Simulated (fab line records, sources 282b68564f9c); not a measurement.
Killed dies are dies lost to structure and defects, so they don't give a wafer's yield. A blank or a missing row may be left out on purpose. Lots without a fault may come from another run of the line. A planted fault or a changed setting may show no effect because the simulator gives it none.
Which tool did it? | flow rit_cmos | 14 lots, 42 wafers sampled, at 1 step of a route of 202

WHAT THE GAUGES READ, wafer by wafer
The record holds no reading of a measuring or inspecting step that can be judged against a usual standard deviation.

WHICH TOOL RAN EACH LOT (tool, then ch and the chambers of the sampled wafers, then the start)
lot  | RIT_PSD_STRIP_09
L991 | plasma_asher-04 ch 0,1, day 3 01:43
L992 | plasma_asher-02 ch 0,1, day 3 10:44
L100 | plasma_asher-01 ch 0, day 4 23:25
L101 | plasma_asher-02 ch 0,1, day 5 03:53
L103 | plasma_asher-01 ch 0,1, day 5 13:39
L104 | plasma_asher-04 ch 0,1, day 5 18:59
L105 | plasma_asher-04 ch 0,1, day 5 23:56
L106 | plasma_asher-04 ch 0,1, day 6 05:01
L107 | plasma_asher-02 ch 0,1, day 6 10:37
L108 | plasma_asher-02 ch 0,1, day 6 13:46
L109 | plasma_asher-01 ch 0,1, day 6 18:19
L110 | plasma_asher-04 ch 0,1, day 7 01:23
L113 | plasma_asher-04 ch 0,1, day 7 15:17
L114 | plasma_asher-02 ch 0,1, day 7 20:50
- RIT_PSD_STRIP_09: strips in O2, time 180 s.

WHAT THE TOOLS THEMSELVES READ (means of the sampled wafers that have a number; where no wafer has one, the mark that the record gives instead)
RIT_PSD_STRIP_09. Usual: chamber_pressure_mTorr 4000 mTorr, standard deviation 3.6; drypump_motor_current_A 5.9 A, standard deviation 0.47.
lot  | tool            | chamber_pressure_mTorr (mTorr) | drypump_motor_current_A (A) | flag
L991 | plasma_asher-04 | 3999                           | 5.5                         |
L992 | plasma_asher-02 | 4004                           | 6.1                         |
L100 | plasma_asher-01 | -                              | -                           | OFF
L101 | plasma_asher-02 | -                              | -                           | OFF
L103 | plasma_asher-01 | 4000                           | 6.5                         |
L104 | plasma_asher-04 | 4000                           | 5.7                         |
L105 | plasma_asher-04 | 4000                           | 5.5                         |
L106 | plasma_asher-04 | 4000                           | 5.7                         |
L107 | plasma_asher-02 | 4000                           | 5.8                         |
L108 | plasma_asher-02 | 4003                           | 6.1                         |
L109 | plasma_asher-01 | 4000                           | 6.5                         |
L110 | plasma_asher-04 | 4000                           | 5.7                         |
L113 | plasma_asher-04 | 3996                           | 5.7                         |
L114 | plasma_asher-02 | 4001                           | 5.8                         |

THE ANSWER, worked out from the rows above alone
Rule: a lot is off if the mean of its wafers that have a number lies more than 3 standard deviations from the usual mean. A lot without any number at a reading at which 4 lots or more have one is off too. The other lots that the step has rows for count as sound. The gauges are gone through in route order, then the tools' own readings, and for those a lot's mean is taken as printed above. The first step at which some lot is off is used, and at that step the reading that is off furthest; a lot without a number counts as furthest.
Off: L100, L101, at RIT_PSD_STRIP_09 (chamber_pressure_mTorr). Without a number there: L100, L101.
A tool fits if, at that step or a process step before it, it ran every lot that is off, and no sound lot after the first of them. None of those tried fits.

WHAT THE SIMULATOR HAD PUT IN
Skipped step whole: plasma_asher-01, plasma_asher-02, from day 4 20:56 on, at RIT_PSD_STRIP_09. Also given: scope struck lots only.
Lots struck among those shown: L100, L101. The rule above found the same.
